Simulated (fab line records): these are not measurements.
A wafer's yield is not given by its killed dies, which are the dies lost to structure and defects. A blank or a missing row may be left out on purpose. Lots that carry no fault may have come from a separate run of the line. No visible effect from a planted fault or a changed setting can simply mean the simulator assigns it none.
fab line records -- flow ritCmos
[record] lots = 13, wafers = 39, lastDay = 7
route steps=202 shown FOX2@24 GATE@83 PLDD@123 M1@202
lots with no fault: from the same line, run without faults
startH: the number of hours between the record's first day and the start of the first shown wafer of the lot -- waitH: hours elapsed since this lot's preceding step -- " repeats the value in the row above -- L1.1+2: a single row standing in for several wafers -- - no value present, or no start provided -- * or withheld: withheld -- < > ~ a bound
route shown NAME@n: names a module that has steps shown in the file, with the first one's number in the route -- usual: mean and standard deviation over wafers with no fault -- same: alike in all rows -- chamber/n: place in a boat -- sites: readings site by site -- _std_site: their standard deviation -- _edge_site: mean of outer sites minus mean of inner sites -- radiusMm: for every site, how far away it sits from the centre of the wafer -- mask NAME#n: copy n -- behind: the most recent tool/chamber to have shaped the wafer -- hold: the reason the lot was held/the length of the hold in hours/how it ended -- device: transistor that didn't switch, given as n, p or np -- end of line: the same wafers' tests at the end of the route -- where a step has no rows: the recipe by itself -- killed: dies that structure and defects cost at the first sort, which is not the same as the wafer's yield -- map: dies across one wafer; x = killed, . = not, _ = none there
set.NAME: the setting the step ran with; set.NAME@STEP: the setting that earlier step ran with -- model.NAME: the simulator's own value behind a step, which no gauge read
a sample of lots followed through the steps of the route, with each step as a table and each wafer as a row
services: a tool's chamber out of use, with start hour (startH, from the record's first day; less than 0 if before it), hours out, and reason
[[steps]]
[step RIT_FOX2_THK_MEAS_01]
[recipe] reads = SiO2_of_FOX2_OXIDATION_00
[usual] FOX2_OXIDE_THK = 347/6.3
lot.wafer,tool,chamber,startH,waitH,FOX2_OXIDE_THK[nm]
L284.2,filmMetro-03,-,27.55,0.0,348
L284.4,filmMetro-03,-,27.55,0.0,358
L284.6,filmMetro-03,-,27.55,0.0,350
L285.1,filmMetro-03,-,28.94,0.0,344
L285.2,filmMetro-03,-,28.94,0.0,343
L285.3,filmMetro-03,-,28.94,0.0,344
L286.2,filmMetro-01,-,31.18,0.0,348
L286.4,filmMetro-01,-,31.18,0.0,344
L286.5,filmMetro-01,-,31.18,0.0,343
L287.1,filmMetro-04,-,35.21,0.0,348
L287.2,filmMetro-04,-,35.21,0.0,340
L287.5,filmMetro-04,-,35.21,0.0,341
L288.3,filmMetro-01,-,39.95,0.0,346
L288.4,filmMetro-01,-,39.95,0.0,354
L288.5,filmMetro-01,-,39.95,0.0,342
L289.4,filmMetro-01,-,44.90,0.0,339
L289.5,filmMetro-01,-,44.90,0.0,340
L289.6,filmMetro-01,-,44.90,0.0,341
L290.2,filmMetro-01,-,48.96,0.0,345
L290.3,filmMetro-01,-,48.96,0.0,337
L290.6,filmMetro-01,-,48.96,0.0,347
L291.1,filmMetro-04,-,53.31,0.0,348
L291.2,filmMetro-04,-,53.31,0.0,352
L291.6,filmMetro-04,-,53.31,0.0,347
L297.2,filmMetro-04,-,83.34,0.0,338
L297.3,filmMetro-04,-,83.34,0.0,343
L297.6,filmMetro-04,-,83.34,0.0,338
L301.3,filmMetro-04,-,103.59,0.0,342
L301.5,filmMetro-04,-,103.59,0.0,354
L301.6,filmMetro-04,-,103.59,0.0,356
L302.1,filmMetro-01,-,108.48,0.0,342
L302.3,filmMetro-01,-,108.48,0.0,340
L302.4,filmMetro-01,-,108.48,0.0,338
L305.1,filmMetro-04,-,123.37,0.0,342
L305.3,filmMetro-04,-,123.37,0.0,341
L305.4,filmMetro-04,-,123.37,0.0,341
L307.1,filmMetro-04,-,133.33,0.0,360
L307.2,filmMetro-04,-,133.33,0.0,347
L307.4,filmMetro-04,-,133.33,0.0,353
[step RIT_FOX2_THK_MEAS_91]
[recipe] reads = SiO2_of_FOX2_OXIDATION_00
[usual] FIELD_OXIDE_LEFT_2_THK = 251/6.5
lot.wafer,tool,chamber,startH,waitH,FIELD_OXIDE_LEFT_2_THK[nm]
L284.2,filmMetro-04,-,40.91,0.0,253
L284.4,filmMetro-04,-,40.91,0.0,262
L284.6,filmMetro-04,-,40.91,0.0,254
L285.1,filmMetro-04,-,43.00,0.0,248
L285.2,filmMetro-04,-,43.00,0.0,247
L285.3,filmMetro-04,-,43.00,0.0,248
L286.2,filmMetro-01,-,45.78,0.0,253
L286.4,filmMetro-01,-,45.78,0.0,251
L286.5,filmMetro-01,-,45.78,0.0,249
L287.1,filmMetro-04,-,48.35,0.0,252
L287.2,filmMetro-04,-,48.35,0.0,244
L287.5,filmMetro-04,-,48.35,0.0,245
L288.3,filmMetro-01,-,53.52,0.0,251
L288.4,filmMetro-01,-,53.52,0.0,259
L288.5,filmMetro-01,-,53.52,0.0,248
L289.4,filmMetro-01,-,58.49,0.0,244
L289.5,filmMetro-01,-,58.49,0.0,245
L289.6,filmMetro-01,-,58.49,0.0,246
L290.2,filmMetro-04,-,63.65,0.0,249
L290.3,filmMetro-04,-,63.65,0.0,242
L290.6,filmMetro-04,-,63.65,0.0,252
L291.1,filmMetro-03,-,66.38,0.0,252
L291.2,filmMetro-03,-,66.38,0.0,256
L291.6,filmMetro-03,-,66.38,0.0,251
L297.2,filmMetro-04,-,96.53,0.0,244
L297.3,filmMetro-04,-,96.53,0.0,249
L297.6,filmMetro-04,-,96.53,0.0,244
L301.3,filmMetro-04,-,116.72,0.0,246
L301.5,filmMetro-04,-,116.72,0.0,257
L301.6,filmMetro-04,-,116.72,0.0,259
L302.1,filmMetro-03,-,121.95,0.0,245
L302.3,filmMetro-03,-,121.95,0.0,244
L302.4,filmMetro-03,-,121.95,0.0,242
L305.1,filmMetro-04,-,137.25,0.0,248
L305.3,filmMetro-04,-,137.25,0.0,247
L305.4,filmMetro-04,-,137.25,0.0,247
L307.1,filmMetro-03,-,147.41,0.0,265
L307.2,filmMetro-03,-,147.41,0.0,253
L307.4,filmMetro-03,-,147.41,0.0,259
[step RIT_GATE_THK_MEAS_07]
[recipe] reads = SiO2_of_GATE_OXIDATION_05
[usual] GATE_OXIDE_THK = 3.01/0.067
lot.wafer,tool,chamber,startH,waitH,GATE_OXIDE_THK[nm]
L284.2,filmMetro-03,-,43.21,0.0,3.01
L284.4,filmMetro-03,-,43.21,0.0,3.01
L284.6,filmMetro-03,-,43.21,0.0,2.98
L285.1,filmMetro-03,-,44.52,0.0,3.04
L285.2,filmMetro-03,-,44.52,0.0,3.04
L285.3,filmMetro-03,-,44.52,0.0,3.02
L286.2,filmMetro-01,-,48.22,0.0,2.94
L286.4,filmMetro-01,-,48.22,0.0,2.96
L286.5,filmMetro-01,-,48.22,0.0,2.88
L287.1,filmMetro-04,-,51.01,0.0,3.09
L287.2,filmMetro-04,-,51.01,0.0,3.02
L287.5,filmMetro-04,-,51.01,0.0,3.03
L288.3,filmMetro-03,-,54.91,0.0,3.10
L288.4,filmMetro-03,-,54.91,0.0,2.96
L288.5,filmMetro-03,-,54.91,0.0,3.06
L289.4,filmMetro-01,-,59.88,0.0,2.99
L289.5,filmMetro-01,-,59.88,0.0,2.96
L289.6,filmMetro-01,-,59.88,0.0,2.90
L290.2,filmMetro-04,-,65.03,0.0,2.93
L290.3,filmMetro-04,-,65.03,0.0,3.01
L290.6,filmMetro-04,-,65.03,0.0,2.97
L291.1,filmMetro-04,-,68.65,0.0,3.02
L291.2,filmMetro-04,-,68.65,0.0,3.05
L291.6,filmMetro-04,-,68.65,0.0,3.03
L297.2,filmMetro-03,-,98.31,0.0,6.65
L297.3,filmMetro-03,-,98.31,0.0,6.65
L297.6,filmMetro-03,-,98.31,0.0,6.60
L301.3,filmMetro-03,-,118.40,0.0,6.72
L301.5,filmMetro-03,-,118.40,0.0,6.68
L301.6,filmMetro-03,-,118.40,0.0,6.76
L302.1,filmMetro-03,-,123.33,0.0,6.66
L302.3,filmMetro-03,-,123.33,0.0,6.71
L302.4,filmMetro-03,-,123.33,0.0,6.82
L305.1,filmMetro-04,-,138.63,0.0,2.94
L305.3,filmMetro-04,-,138.63,0.0,2.96
L305.4,filmMetro-04,-,138.63,0.0,2.93
L307.1,filmMetro-04,-,148.79,0.0,3.19
L307.2,filmMetro-04,-,148.79,0.0,3.20
L307.4,filmMetro-04,-,148.79,0.0,3.16
[step RIT_PLDD_STRIP_09]
[recipe] chemistry = O2, timeS = 180, resist = NOVOLAK, platenTempC = withheld, powerW = 500, pressureMtorr = 4000, o2FlowSccm = 4000
[usual] drypumpMotorCurrentA = 6.2/0.39
lot.wafer,tool,chamber,startH,waitH,drypumpMotorCurrentA,rfHoursCounterH
L284.2,plasmaAsher-01,0,52.54,0.1,5.4,41
L284.4,plasmaAsher-01,0,52.54,0.1,5.4,-
L284.6,plasmaAsher-01,1,52.54,0.1,5.5,-
L285.1,plasmaAsher-01,1,53.42,0.1,5.5,42
L285.2,plasmaAsher-01,0,53.42,0.1,5.4,42
L285.3,plasmaAsher-01,1,53.42,0.1,5.5,-
L286.2,plasmaAsher-02,1,58.50,0.1,6.3,39
L286.4,plasmaAsher-02,1,58.50,0.1,6.3,-
L286.5,plasmaAsher-02,1,58.50,0.1,6.3,-
L287.1,plasmaAsher-02,1,60.27,0.1,6.3,39
L287.2,plasmaAsher-02,0,60.27,0.1,6.4,39
L287.5,plasmaAsher-02,0,60.27,0.1,6.3,-
L288.3,plasmaAsher-04,1,64.83,0.1,6.1,-
L288.4,plasmaAsher-04,0,64.83,0.1,6.5,-
L288.5,plasmaAsher-04,1,64.83,0.1,6.1,-
L289.4,plasmaAsher-02,1,70.43,0.1,6.3,-
L289.5,plasmaAsher-02,0,70.43,0.1,6.4,-
L289.6,plasmaAsher-02,1,70.43,0.1,6.3,-
L290.2,plasmaAsher-01,1,74.03,0.1,5.5,44
L290.3,plasmaAsher-01,1,74.03,0.1,5.5,-
L290.6,plasmaAsher-01,1,74.03,0.1,5.5,-
L291.1,plasmaAsher-04,0,77.89,0.1,6.6,44
L291.2,plasmaAsher-04,1,77.89,0.1,6.2,44
L291.6,plasmaAsher-04,1,77.89,0.1,6.2,-
L297.2,plasmaAsher-04,1,107.67,0.2,6.2,48
L297.3,plasmaAsher-04,1,107.67,0.2,6.2,-
L297.6,plasmaAsher-04,0,107.67,0.2,6.6,-
L301.3,plasmaAsher-04,0,127.50,0.1,6.5,-
L301.5,plasmaAsher-04,0,127.50,0.1,6.6,-
L301.6,plasmaAsher-04,1,127.50,0.1,6.1,-
L302.1,plasmaAsher-02,1,133.43,0.1,6.3,48
L302.3,plasmaAsher-02,0,133.43,0.1,6.3,-
L302.4,plasmaAsher-02,1,133.43,0.1,6.3,-
L305.1,plasmaAsher-04,1,148.98,0.1,6.1,4
L305.3,plasmaAsher-04,1,148.98,0.1,6.1,-
L305.4,plasmaAsher-04,0,148.98,0.1,6.6,-
L307.1,plasmaAsher-02,0,158.42,0.1,6.4,51
L307.2,plasmaAsher-02,1,158.42,0.1,6.3,51
L307.4,plasmaAsher-02,1,158.42,0.1,6.3,-
[step RIT_M1_PROBE_99]
[usual] killed_at_M0_to_M3 = 0.0/0.083, killedAtContacts = 0.0/0.22, killedAtFrontEnd = 7/3.2, killedDies = 7/3.2, killedOpen = 3.2/2.1, killedShort = 3.5/2.2
[same] grossDies = 264, killed_at_M4_up = 0, killedAtBackSide = 0, killedAtOther = 0
lot.wafer,tool,chamber,startH,waitH,killed_at_M0_to_M3,killedAtContacts,killedAtFrontEnd,killedDies,killedOpen,killedShort
L301.3,prober-01,-,141.32,0.2,0,0,5,5,4,1
L301.5,prober-01,-,141.42,0.2,0,1,7,8,4,4
L301.6,prober-01,-,141.47,0.2,0,0,9,9,1,8
L302.1,prober-02,-,146.73,0.1,0,0,2,2,0,2
L302.3,prober-02,-,146.83,0.2,0,1,2,3,1,2
L302.4,prober-02,-,146.88,0.2,0,0,6,6,2,4
L305.1,prober-01,-,162.40,0.1,0,0,5,5,3,2
L305.3,prober-01,-,162.50,0.2,0,0,6,6,4,2
L305.4,prober-01,-,162.55,0.2,0,0,3,3,2,1
L307.1,prober-01,-,173.60,0.1,0,0,0,0,0,0
L307.2,prober-01,-,173.65,0.1,0,0,13,13,3,10
L307.4,prober-01,-,173.75,0.2,0,0,9,9,5,3
// killed by level:class
L301.3 FOX1:geometricParticle:open=1 FOX2:geometricParticle:open=1 GATE:geometricParticle:open=1 REOX:geometricParticle:open=1 REOX:geometricParticle:short=1
L301.5 GATE:geometricParticle:open=2 GATE:geometricParticle:short=2 FOX2:geometricParticle:open=1 SPACER:geometricParticle:short=1 SILICIDE:geometricParticle:short=1 CONTACT:geometricParticle:open=1
L301.6 SILICIDE:geometricParticle:short=4 FOX1:geometricParticle:short=2 GATE:geometricParticle:open=1 REOX:geometricParticle:short=1 SPACER:geometricParticle:short=1
L302.1 FOX1:geometricParticle:short=1 GATE:geometricParticle:short=1
L302.3 FOX1:geometricParticle:short=1 SILICIDE:geometricParticle:short=1 CONTACT:geometricParticle:open=1
L302.4 GATE:geometricParticle:short=4 GATE:geometricParticle:open=1 SPACER:geometricParticle:open=1
L305.1 GATE:geometricParticle:short=2 FOX1:geometricParticle:open=1 FOX2:geometricParticle:open=1 GATE:geometricParticle:open=1
L305.3 FOX2:geometricParticle:open=2 GATE:geometricParticle:open=1 SPACER:geometricParticle:short=1 SPACER:geometricParticle:open=1 SILICIDE:geometricParticle:short=1
L305.4 FOX2:geometricParticle:open=2 SPACER:geometricParticle:short=1
L307.1
L307.2 GATE:geometricParticle:short=7 GATE:geometricParticle:open=2 FOX1:geometricParticle:short=1 REOX:geometricParticle:short=1 SPACER:geometricParticle:open=1 SILICIDE:geometricParticle:short=1
L307.4 GATE:geometricParticle:open=5 GATE:geometricParticle:short=2 REOX:geometricParticle:short=1 ACTIVE:coatMicrobubblePrinted=1
[[services]]
tool,chamber,startH,hours,kind
plasmaAsher-01,-,106.44,15.6,pm
plasmaAsher-04,-,108.75,9.0,pm
plasmaAsher-04,0,108.75,9.0,ventCycle
plasmaAsher-04,1,108.75,9.0,ventCycle
plasmaAsher-04,0,117.75,-,clean
plasmaAsher-04,1,117.75,-,clean
plasmaAsher-01,-,131.99,10.1,repair
[[key]]
[firstSign] step = RIT_GATE_THK_MEAS_07, reading = GATE_OXIDE_THK, direction = up, sigmas = 55, usual = 3.01, struck = 6.69
effect none on later readings
metAt RIT_GATE_THK_MEAS_07
struckLots L297,L301,L302
testerLeftOut L297,L301,L302
notActingAt RIT_FOX2_THK_MEAS_01,RIT_FOX2_THK_MEAS_91,RIT_PLDD_STRIP_09
onsetBetween 54.91 98.31
[fault] kind = metrologyMatchingOffset, tool = filmMetro-03, chamber = -, onsetH = 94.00, steps = RIT_GATE_THK_MEAS_07, param = thkNm, offset = 3.7123
// testerLeftOut: of these lots the tester's yield and bins aren't shown, on N5 and GAA mostly nor the transistor test; their killed dies are dies lost to structure and defects alone, not to doping, threshold or leakage, so they don't give the yield
